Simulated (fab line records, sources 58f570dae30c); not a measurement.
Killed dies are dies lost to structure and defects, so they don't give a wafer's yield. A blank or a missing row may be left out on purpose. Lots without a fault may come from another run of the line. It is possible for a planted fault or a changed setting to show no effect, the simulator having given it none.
Code-filled problem report in 8D (eight disciplines) form | flow berkeleyCmos170 | the parts of the form that need people (team, actions taken, sign-off) are left out

## 1. THE PROBLEM
Wafers free of any fault read 1017 (standard deviation 8.6) for PLDD_TW at UCB170_PLDD_TW_MEAS_11, against a mean of 945 on 6 wafers of 2 lots. Relative to the usual mean, that is a shift of -8.4 standard deviations.
First seen on wafer L682.1, day 8 12:35, on filmMetro-03. The record holds 42 wafers of 14 lots with a number at this step. Rule for "out" (also "out of limits"): further than 4 standard deviations from the usual mean. All remaining wafers that have a number are taken as sound.

## 2. WHAT THIS IS AND IS NOT
question                    | is                         | is not
which readings at this step | PLDD_TW                    | -
which lots                  | L682, L685                 | L671, L673, L674, L675, L676, L677, L678, L679, L683, L690, L693, L694
which wafers of those lots  | all that have a number     | -
read on which gauges        | filmMetro-03, filmMetro-04 | filmMetro-01
when                        | from day 8 12:35           | up to then (27 sound wafers); but 9 sound wafers of L690, L693, L694 came after

## 3. SUSPECTS, AND WHAT RULES EACH OUT
Counting: a tool at a process step up to the reading stays a suspect if it ran every lot that is out and no sound lot after the first of them.
- the gauge at UCB170_PLDD_TW_MEAS_11: ruled out. The wafers that are out were read on 2 gauges (filmMetro-03, filmMetro-04).
- implanter-04 at UCB170_PLDD_IMPLANT_08: kept. It processed each lot that is out, first L682 at day 8 12:11, and no sound lot thereafter; up to then, the last sound lot it processed was L679 at day 7 19:19. Out on those wafers are its own readings of doseIonsCm2, faradayCurrentUA.
Left after counting: implanter-04 at UCB170_PLDD_IMPLANT_08.

## 4. THE CAUSE (what the simulator had put in)
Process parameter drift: implanter-04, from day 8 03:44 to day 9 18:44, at UCB170_PLDD_IMPLANT_08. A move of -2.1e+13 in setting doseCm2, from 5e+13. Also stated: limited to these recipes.
Only this tool survived the counting.

## 5. THE CHAIN OF EFFECTS, in route order
One row per reading whose mean, taken over the struck wafers that have a number, lies over 3 standard deviations from the usual. Readings are gone through only where the record gives a usual standard deviation; hours: the median, over the lots, of the time from a lot's start at the first step in this table giving one to that lot's start at this step; sigmas: the change measured in usual standard deviations.
hours | step                       | reading          | usual         | on struck wafers | change     | sigmas
0     | UCB170_PLDD_IMPLANT_08     | doseIonsCm2      | 5.001e+13     | 2.900e+13        | -2.101e+13 | -99 or more
0     | UCB170_PLDD_IMPLANT_08     | faradayCurrentUA | 157           | 93               | -64        | -15
0     | UCB170_PLDD_TW_MEAS_11     | PLDD_TW          | 1017          | 945              | -72        | -8.4
14    | UCB170_SDANNEAL_RS_MEAS_04 | PLDD_RS          | 1031.7 ohm/sq | 1241.7           | +210.0     | +75
Here are the process steps it includes:
- UCB170_PLDD_IMPLANT_08
Later measuring or inspecting steps at which every struck wafer that the step has a row for has a number for every such reading, and none has moved that far: UCB170_PSD_CD_MEAS_06, UCB170_PSD_TW_MEAS_10.

## 6. HOW IT WOULD HAVE BEEN CAUGHT EARLIER
In this record the first reading out of limits at a measuring or inspecting step was taken at day 8 12:35, 9 hours after the fault began at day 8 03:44.
Tool's own readings at UCB170_PLDD_IMPLANT_08, doseIonsCm2, faradayCurrentUA: out on all struck wafers the step has rows for; an alarm limit on them would have tripped on the first.
Lots out: 2; of these, L685 started UCB170_PLDD_IMPLANT_08 on implanter-04 after day 8 12:35. A tool hold placed at that time would have kept it from harm.
